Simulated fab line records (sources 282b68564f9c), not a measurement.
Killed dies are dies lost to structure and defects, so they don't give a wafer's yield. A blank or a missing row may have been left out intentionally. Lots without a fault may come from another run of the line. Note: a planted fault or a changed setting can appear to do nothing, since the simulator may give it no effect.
Comparing a struck lot with a sound one -- flow rit cmos -- 10 out of 202 route steps
Sound: wafers L279.2, L279.4, L279.6. Wafers L269.1, L269.2, L269.3 were the ones struck. At the end, the cause is stated.
At each step with rows: each side's tool, then ch and its chambers, then its first start. Under that, the readings that differ: sound wafers -- struck wafers -- difference of the means -- sigmas: that difference in standard deviations of wafers without a fault.
alike: readings whose means differ by less than 2 such deviations, and words and numbers that are the same on both sides. not compared: withheld readings, readings that some wafer has no value for, bounds like >300 that may hide the same value, and numbers for which the record gives no deviation and whose values overlap.
The two part at a step that has a row with sigmas, a row that says differs or no value, or rows on one side only. Numbers that have no deviation but don't overlap get no sigmas and don't part them. Lack of a reading on every wafer of one side parts them only where that side has two or more wafers.

RIT_ACTIVE_BOW_MEAS_00:
  struck on film metro-02, day 3 07:00; sound on film metro-01, day 5 09:01
  alike: INCOMING_BOW
then, 1 step without rows for these wafers: RIT_ACTIVE_OXIDATION_01 (target thk 46.8 nm, ox time 3360 s).
RIT_ACTIVE_THK_MEAS_02:
  struck on film metro-02, day 3 11:16; sound on film metro-04, day 5 11:22
  alike: ACTIVE_OXIDE_THK
then, 1 step without rows for these wafers: RIT_ACTIVE_CVD_03 (deposits Si3N4 from SiH2Cl2/NH3, target thk 150 nm, time 1500 s).
RIT_ACTIVE_THK_MEAS_04:
  struck on film metro-01, day 3 12:44; sound on film metro-01, day 5 12:50
  alike: ACTIVE_NITRIDE_THK
then, 3 steps without rows for these wafers: RIT_ACTIVE_HMDS_05 (prime time 60 s); RIT_ACTIVE_COAT_06 (resist thk 995 nm); RIT_ACTIVE_SOFTBAKE_07 (time 60 s).
RIT_ACTIVE_EXPOSE_08: exposes mask M1, target cd 1400 nm.
  struck on iline stepper-02, day 3 13:22; sound on iline stepper-01 ch 0, day 5 13:29
  no value came back on the struck wafers for exposure dose mJ cm2, focus offset nm (nm), na; on the sound wafers exposure dose mJ cm2 reads 224.39 224.19 224.24
  alike: mask
after that, 1 step had no rows for these wafers: RIT_ACTIVE_PEB_09.

== WHERE THEY PART ==
Only at RIT_ACTIVE_EXPOSE_08, as far as this record shows.

WHY: whatever the simulator had introduced
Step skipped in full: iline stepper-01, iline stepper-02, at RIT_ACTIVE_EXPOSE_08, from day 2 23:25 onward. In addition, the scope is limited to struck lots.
